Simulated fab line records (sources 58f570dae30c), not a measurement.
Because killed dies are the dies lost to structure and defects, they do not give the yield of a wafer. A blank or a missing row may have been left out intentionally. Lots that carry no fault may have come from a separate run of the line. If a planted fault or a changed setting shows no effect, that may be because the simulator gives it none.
A sampling plan put to the test :: flow berkeley cmos170 :: each of the 6 faults these records tell of, on one fab line, judged from the records of the lots it struck
The plan consists of the line's own looks: route steps at which the wafer is read by a gauge or an inspection but not changed. A look can be judged if struck wafers have a number there and the file gives its usual mean and standard deviation on fault-free wafers. Caught: 4 or more of those standard deviations (sigma) separate the usual mean from the mean of the struck wafers at a look after the fault's first step. On the tool: the same test on the tool's own readings at the fault's steps. Also counted as caught: the struck wafers showing another recipe, or a record that is empty for them alone.

THE FAULTS, as the simulator had put them in
1. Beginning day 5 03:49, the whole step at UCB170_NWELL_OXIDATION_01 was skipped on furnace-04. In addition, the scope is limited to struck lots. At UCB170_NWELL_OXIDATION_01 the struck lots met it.
2. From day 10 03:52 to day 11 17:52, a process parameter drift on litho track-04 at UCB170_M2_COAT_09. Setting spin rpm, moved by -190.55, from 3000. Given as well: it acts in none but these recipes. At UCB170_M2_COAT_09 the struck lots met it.
3. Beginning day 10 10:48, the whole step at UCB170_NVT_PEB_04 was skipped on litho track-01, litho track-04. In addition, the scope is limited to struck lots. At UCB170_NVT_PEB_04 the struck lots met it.
4. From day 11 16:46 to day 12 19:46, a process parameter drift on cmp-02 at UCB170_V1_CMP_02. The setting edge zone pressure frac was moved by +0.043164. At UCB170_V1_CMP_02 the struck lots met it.
5. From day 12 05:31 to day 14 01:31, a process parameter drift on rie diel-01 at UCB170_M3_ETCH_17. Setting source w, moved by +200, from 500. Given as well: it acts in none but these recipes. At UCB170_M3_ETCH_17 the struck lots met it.
6. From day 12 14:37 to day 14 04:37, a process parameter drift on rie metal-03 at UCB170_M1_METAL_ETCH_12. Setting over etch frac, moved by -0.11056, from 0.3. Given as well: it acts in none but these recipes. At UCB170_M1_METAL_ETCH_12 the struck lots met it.

WHAT THE PLAN SAW
fault: 1
on the tool itself: the tool's record is blank for the struck wafers
first look that catches it: no look after it can be judged
reading, sigma: -
median hours from its first step to that look: -
hours from the fault's start to the first struck lot there: -
judged looks passed uncaught: 0

fault: 2
on the tool itself: spin speed rpm -86 sigma
first look that catches it: not the one look that can be judged after it
reading, sigma: -
median hours from its first step to that look: -
hours from the fault's start to the first struck lot there: -
judged looks passed uncaught: 1

fault: 3
on the tool itself: the tool's record is blank for the struck wafers
first look that catches it: not the one look that can be judged after it
reading, sigma: -
median hours from its first step to that look: -
hours from the fault's start to the first struck lot there: -
judged looks passed uncaught: 1

fault: 4
on the tool itself: edge zone pressure frac +8.9 sigma
first look that catches it: no look after it can be judged
reading, sigma: -
median hours from its first step to that look: -
hours from the fault's start to the first struck lot there: -
judged looks passed uncaught: 0

fault: 5
on the tool itself: rf fwd power W +99 or beyond sigma
first look that catches it: not the one look that can be judged after it
reading, sigma: -
median hours from its first step to that look: -
hours from the fault's start to the first struck lot there: -
judged looks passed uncaught: 1

fault: 6
on the tool itself: only faintly: oes product au +2.1 sigma
first look that catches it: no look after it can be judged
reading, sigma: -
median hours from its first step to that look: -
hours from the fault's start to the first struck lot there: -
judged looks passed uncaught: 0
A dash: the fault is not caught, or the number is missing from these records.

Caught at a look: 0 of 6. Caught on the tool: 5 of 6. By one or the other: 5 of 6.
On the tool alone, faults 1, 2, 3, 4, 5 were caught.
Caught by neither: fault 6.
